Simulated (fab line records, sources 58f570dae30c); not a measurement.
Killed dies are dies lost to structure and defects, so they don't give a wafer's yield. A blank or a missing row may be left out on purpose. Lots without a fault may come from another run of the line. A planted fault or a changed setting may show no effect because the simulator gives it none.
Which tool did it? | flow berkeley_cmos170 | 7 lots, 21 wafers sampled, at 1 step of a route of 331

WHAT THE GAUGES READ, wafer by wafer
UCB170_SDANNEAL_RS_MEAS_05: measures by four-point-probe.
lot  | measured     | on            | NLDD_RS (ohm/sq)
L350 | day 6 19:07  | film_metro-04 | 616.9 617.6 617.3
L352 | day 7 10:20  | film_metro-04 | 619.4 620.0 617.4
L354 | day 7 21:53  | film_metro-02 | 617.3 618.0 615.6
L355 | day 8 11:03  | film_metro-03 | 620.3 620.4 618.8
L366 | day 10 17:02 | film_metro-02 | 616.3 617.9 618.0
L368 | day 10 17:20 | film_metro-03 | 616.8 618.4 618.8
L371 | day 11 09:52 | film_metro-03 | 618.6 619.7 619.0

WHICH TOOL RAN EACH LOT (tool, then ch and the chambers of the sampled wafers, then the start)
The record holds no process step before these readings.

THE ANSWER, worked out from the rows above alone
Rule: what is usual is taken from the lots themselves. Put in order of their means at a reading, lots are off if they are a third of the lots or fewer, leave a main group of 4 or more, and stand apart from it by a gap of 3 or more times the standard deviation of the main group's means; of several such gaps the widest counts. A main group whose means are all the same, to the digits that the tables above print for the reading, isn't used. A lot without any number at a reading at which 4 lots or more have one is off too. The other lots that the step has rows for count as sound.
No lot is off at any reading shown: from this, nothing can be told.

WHAT THE SIMULATOR HAD PUT IN
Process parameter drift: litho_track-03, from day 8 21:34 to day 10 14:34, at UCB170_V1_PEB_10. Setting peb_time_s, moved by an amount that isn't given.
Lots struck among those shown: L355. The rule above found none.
